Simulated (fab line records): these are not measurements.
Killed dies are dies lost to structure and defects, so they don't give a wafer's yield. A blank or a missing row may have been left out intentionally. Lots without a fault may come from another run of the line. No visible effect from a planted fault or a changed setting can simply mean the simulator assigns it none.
fab line records ; flow berkeley-cmos170
record lots=7; wafers=21; last-day=13
route steps=331 shown NWELL@24 PWELL@34
lots untouched by any fault: they come from a run of this same line in which no faults occurred
start-h: start of the lot's first displayed wafer, in hours after the record's first day ; wait-h: hours elapsed since this lot's preceding step ; " repeats the value in the row above ; L1.1+2: a row that stands for several wafers ; - no value, or no start given ; * or withheld: withheld ; < > ~ a bound
route shown NAME@n: a module of which the file shows steps, and the number in the route of the first ; usual: average and standard deviation across the fault-free wafers ; same: alike in all rows ; chamber/n: place in a boat ; sites: each site's reading ; _std_site: their standard deviation ; _edge_site: inner sites' mean taken away from outer sites' mean ; radius-mm: for every site, how far away it sits from the centre of the wafer ; mask NAME#n: copy n ; behind: the most recent tool/chamber to have shaped the wafer ; hold: why the lot was held/for how many hours/how that ended ; device: transistor that didn't switch, given as n, p or np ; end of line: the same wafers' tests at the end of the route ; step lacking rows: just its recipe ; killed: the dies lost at the first sort to structure and to defects; this is not the yield of the wafer ; map: dies across one wafer; x = killed, . = not, _ = none there
set.NAME: the setting the step ran with; set.NAME@STEP: the setting that earlier step ran with ; model.NAME: the simulator's own value behind a step, which no gauge read
a table for each step, a row for each wafer; lots at some steps of the route
services: a tool's chamber out of use, with start hour (start-h, from the record's first day; less than 0 if before it), hours out, and reason
## steps
# step UCB170_NWELL_PEB_10
# recipe peb-temp-c=130; peb-time-s=withheld; resist=KrF
# step UCB170_NWELL_DEVELOP_11
# recipe developer=TMAH; develop-time-s=45; resist=KrF; dev-temp-c=21
# step UCB170_NWELL_OVL_MEAS_12
# usual NWELL_OVL=-1/4.8
lot.wafer;tool;chamber;start-h;wait-h;NWELL_OVL[nm]
L561.1;overlay-02;-;44.48;-;-6
L561.3;overlay-02;-;44.48;-;2
L561.5;overlay-02;-;44.48;-;0
L562.2;overlay-01;-;54.22;-;-3
L562.3;overlay-01;-;54.22;-;-12
L562.6;overlay-01;-;54.22;-;-1
L568.1;overlay-02;-;83.24;-;4
L568.3;overlay-02;-;83.24;-;6
L568.5;overlay-02;-;83.24;-;-1
L570.2;overlay-01;-;83.52;-;-5
L570.3;overlay-01;-;83.52;-;-6
L570.6;overlay-01;-;83.52;-;-12
L569.1;overlay-01;-;83.79;-;0
L569.3;overlay-01;-;83.79;-;-3
L569.4;overlay-01;-;83.79;-;1
L576.2;overlay-01;-;120.45;-;-1
L576.4;overlay-01;-;120.45;-;-1
L576.6;overlay-01;-;120.45;-;4
L577.1;overlay-02;-;126.59;-;8
L577.5;overlay-02;-;126.59;-;7
L577.6;overlay-02;-;126.59;-;7
# step UCB170_NWELL_ETCH_13
# recipe chemistry=CH3F/Ar/O2; target=Si3N4; stop-on=SiO2; CH3F_flow_sccm=20; Ar_flow_sccm=50; O2_flow_sccm=7; pressure-mtorr=50; rf-w=450; target-depth-a=2464; over-etch-frac=0.1; time-s=154
# usual CH3F_flow_sccm=20.00/0.058; drypump-motor-current-A=5.9/0.6; oes-product-au=0.945/0.014; throttle-valve-pct=8.07/0.11
lot.wafer;tool;chamber;start-h;wait-h;CH3F_flow_sccm;drypump-motor-current-A;oes-product-au;rf-hours-counter-h;throttle-valve-pct
L561.1;rie-diel-04;1;44.51;0.0;20.07;6.5;0.979;77;8.27
L561.3;rie-diel-04;3;44.51;0.0;20.04;5.7;0.966;142;7.92
L561.5;rie-diel-04;2;44.51;0.0;20.00;5.4;0.933;-;8.09
L562.2;rie-diel-03;3;54.25;0.0;19.93;6.8;0.933;30;7.99
L562.3;rie-diel-03;0;54.25;0.0;20.05;6.1;0.929;75;8.08
L562.6;rie-diel-03;2;54.25;0.0;19.90;5.6;0.939;-;8.16
L568.1;rie-diel-03;1;83.27;0.0;20.00;5.1;0.931;13;8.06
L568.3;rie-diel-03;0;83.27;0.0;19.97;6.1;0.942;77;8.09
L568.5;rie-diel-03;2;83.27;0.0;19.95;5.6;0.952;-;8.17
L570.2;rie-diel-04;1;83.55;0.0;20.02;6.6;0.980;79;8.29
L570.3;rie-diel-04;2;83.55;0.0;20.05;5.4;0.961;14;8.10
L570.6;rie-diel-04;3;83.55;0.0;19.99;5.7;0.968;-;7.93
L569.1;rie-diel-01;0;83.82;0.0;20.00;5.3;0.922;67;8.05
L569.3;rie-diel-01;3;83.82;0.0;19.98;6.6;0.930;137;7.88
L569.4;rie-diel-01;2;83.82;0.0;20.06;4.9;0.923;139;8.22
L576.2;rie-diel-04;2;120.48;0.0;19.96;5.4;0.942;15;8.10
L576.4;rie-diel-04;1;120.48;0.0;20.03;6.5;0.959;80;8.27
L576.6;rie-diel-04;1;120.48;0.0;19.94;6.5;0.951;-;8.26
L577.1;rie-diel-04;3;126.62;0.0;19.96;5.7;0.944;147;7.92
L577.5;rie-diel-04;0;126.62;0.0;20.01;6.0;0.930;-;7.98
L577.6;rie-diel-04;1;126.62;0.0;19.96;6.5;0.973;-;8.27
# step UCB170_NWELL_IMPLANT_14
# recipe species=P; dose-cm2=1e+13; energy-kev=150; tilt-deg=7
# step UCB170_NWELL_STRIP_15
# recipe chemistry=O2; power-w=400; pressure-mtorr=3500; platen-temp-c=withheld; o2-flow-sccm=400; overash-fraction=0.5
# usual drypump-motor-current-A=6.0/0.4; oes-product-au=0.721/0.0049; strip-time-to-endpoint-s=18.00/0.087
lot.wafer;tool;chamber;start-h;wait-h;drypump-motor-current-A;oes-product-au;rf-hours-counter-h;strip-time-to-endpoint-s
L561.1;plasma-asher-01;0;44.76;0.1;6.1;0.721;29;18.04
L561.3;plasma-asher-01;1;44.76;0.1;6.4;0.719;-;18.02
L561.5;plasma-asher-01;0;44.76;0.1;6.1;0.715;-;18.00
L562.2;plasma-asher-04;0;54.50;0.1;5.7;0.722;29;18.12
L562.3;plasma-asher-04;0;54.50;0.1;5.7;0.725;-;17.78
L562.6;plasma-asher-04;1;54.50;0.1;5.3;0.729;-;17.91
L568.1;plasma-asher-01;1;83.52;0.1;6.4;0.724;34;18.09
L568.3;plasma-asher-01;0;83.52;0.1;6.2;0.721;-;17.95
L568.5;plasma-asher-01;1;83.52;0.1;6.4;0.719;-;17.96
L570.2;plasma-asher-02;0;83.80;0.1;6.3;0.722;29;18.01
L570.3;plasma-asher-02;1;83.80;0.1;5.8;0.724;-;18.02
L570.6;plasma-asher-02;0;83.80;0.1;6.3;0.720;-;18.04
L569.1;plasma-asher-02;1;84.07;0.1;5.8;0.727;29;17.98
L569.3;plasma-asher-02;1;84.07;0.1;5.8;0.718;-;18.01
L569.4;plasma-asher-02;0;84.07;0.1;6.3;0.722;-;17.76
L576.2;plasma-asher-01;1;120.96;0.1;6.4;0.723;39;18.14
L576.4;plasma-asher-01;1;120.96;0.1;6.4;0.731;-;18.04
L576.6;plasma-asher-01;1;120.96;0.1;6.4;0.711;-;18.09
L577.1;plasma-asher-02;1;126.87;0.1;5.9;0.720;35;17.86
L577.5;plasma-asher-02;0;126.87;0.1;6.3;0.728;-;17.89
L577.6;plasma-asher-02;1;126.87;0.1;5.8;0.717;-;17.85
# step UCB170_NWELL_TW_MEAS_16
# usual NWELL_TW=1238/7.2
lot.wafer;tool;chamber;start-h;wait-h;NWELL_TW
L561.1;film-metro-02;-;44.86;0.1;1227
L561.3;film-metro-02;-;44.86;0.1;1237
L561.5;film-metro-02;-;44.86;0.1;1227
L562.2;film-metro-01;-;54.61;0.1;1236
L562.3;film-metro-01;-;54.61;0.1;1235
L562.6;film-metro-01;-;54.61;0.1;1240
L568.1;film-metro-01;-;83.62;0.1;1238
L568.3;film-metro-01;-;83.62;0.1;1246
L568.5;film-metro-01;-;83.62;0.1;1241
L570.2;film-metro-01;-;83.91;0.1;1249
L570.3;film-metro-01;-;83.91;0.1;1251
L570.6;film-metro-01;-;83.91;0.1;1251
L569.1;film-metro-02;-;84.17;0.1;1226
L569.3;film-metro-02;-;84.17;0.1;1227
L569.4;film-metro-02;-;84.17;0.1;1226
L576.2;film-metro-01;-;121.07;0.1;1239
L576.4;film-metro-01;-;121.07;0.1;1244
L576.6;film-metro-01;-;121.07;0.1;1245
L577.1;film-metro-04;-;126.97;0.1;1241
L577.5;film-metro-04;-;126.97;0.1;1232
L577.6;film-metro-04;-;126.97;0.1;1237
# step UCB170_NWELL_CLEAN_17
# recipe chemistry=SPM; temp-c=120; time-s=600
# step UCB170_NWELL_WET_ETCH_18
# recipe chemistry=H3PO4; target=Si3N4; temp-c=160; time-s=14400
# step UCB170_NWELL_WET_ETCH_19
# recipe chemistry=BOE; dilution=5:1; target=SiO2; temp-c=25; time-s=22
# step UCB170_PWELL_CLEAN_00
# recipe chemistry=SPM; temp-c=120; time-s=600
# step UCB170_PWELL_CLEAN_01
# recipe chemistry=dHF; dilution=25:1; time-s=60
# step UCB170_PWELL_OXIDATION_02
# recipe temp-c=1000; ambient=O2; target-thk-a=264; ox-time-s=1260
# usual ox-temp-c=1000.0/0.45; ox-temp-c-max=1004.5/2.1; zone-power-centre-pct=48/5.5
lot.wafer;tool;chamber;start-h;wait-h;ox-temp-c;ox-temp-c-max;zone-power-centre-pct
L561.1;furnace-02;0;52.48;3.0;1000.3;1010.0;46
L561.3;furnace-02;0;52.48;3.0;1000.4;1007.1;46
L561.5;furnace-02;0;52.48;3.0;999.9;1007.9;46
L562.2;furnace-01;0;62.08;2.3;999.8;1003.6;54
L562.3;furnace-01;0;62.08;2.3;999.5;1002.7;55
L562.6;furnace-01;0;62.08;2.3;1000.3;1003.9;54
L568.1;furnace-01;-;91.93;2.8;-;-;-
L568.3;furnace-01;-;91.93;2.8;-;-;-
L568.5;furnace-01;-;91.93;2.8;-;-;-
L569.1;furnace-01;-;91.93;0.5;-;-;-
L569.3;furnace-01;-;91.93;0.5;-;-;-
L569.4;furnace-01;-;91.93;0.5;-;-;-
L570.2;furnace-01;-;91.93;2.8;-;-;-
L570.3;furnace-01;-;91.93;2.8;-;-;-
L570.6;furnace-01;-;91.93;2.8;-;-;-
L576.2;furnace-02;0;130.54;4.8;1000.6;1008.1;47
L576.4;furnace-02;0;130.54;4.8;1000.4;1008.9;47
L576.6;furnace-02;0;130.54;4.8;1000.5;1008.7;47
L577.1;furnace-02;0;137.32;3.6;999.7;1005.9;47
L577.5;furnace-02;0;137.32;3.6;999.5;1006.6;46
L577.6;furnace-02;0;137.32;3.6;1000.4;1007.0;47
# step UCB170_PWELL_ANNEAL_04
# recipe temp-c=1000; time-s=900; ambient=N2
## services
tool;chamber;start-h;hours;kind
rie-diel-01;2;24.25;4.0;repair
rie-diel-01;1;30.30;5.3;repair
furnace-01;-;48.73;2.7;pm
rie-diel-01;-;70.95;2.8;pm
rie-diel-04;0;74.22;-;clean
rie-diel-04;0;74.22;18.7;scheduled-down
rie-diel-04;0;74.22;18.7;vent-cycle
plasma-asher-04;-;75.19;24.3;repair
plasma-asher-04;-;94.83;0.5;repair
furnace-01;-;101.70;3.4;pm
furnace-01;-;105.15;2.6;pm
rie-diel-04;-;107.39;2.8;pm
rie-diel-03;-;110.75;0.3;repair
furnace-02;-;127.31;3.2;pm
## key
first-sign step=UCB170_PWELL_OXIDATION_02; reading=tool-record; direction=missing
effect none on later readings
met-at UCB170_PWELL_OXIDATION_02
struck-wafers L568.1,L568.3,L568.5,L569.1,L569.3,L569.4,L570.2,L570.3,L570.6
later-rows-left-out L568.1,L568.3,L568.5,L569.1,L569.3,L569.4,L570.2,L570.3,L570.6
sort-left-out L568.1,L568.3,L568.5,L569.1,L569.3,L569.4,L570.2,L570.3,L570.6
tester-left-out L568,L569,L570
onset-between 62.08 91.93
fault kind=skipped-step-whole; tool=furnace-01; chamber=-; onset-h=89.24; steps=UCB170_PWELL_OXIDATION_02; scope=struck-lots-only
# tester-left-out: of these lots the tester's yield and bins aren't shown, on N5 and GAA mostly nor the transistor test; their killed dies are dies lost to structure and defects alone, not to doping, threshold or leakage, so they don't give the yield
# sort-left-out: the simulated sort isn't trusted on such a fault, so these wafers' sort isn't shown, and their yield isn't known
# later-rows-left-out: the simulator's readings of these wafers behind a module that went badly wrong aren't trusted and aren't shown, but for the sort
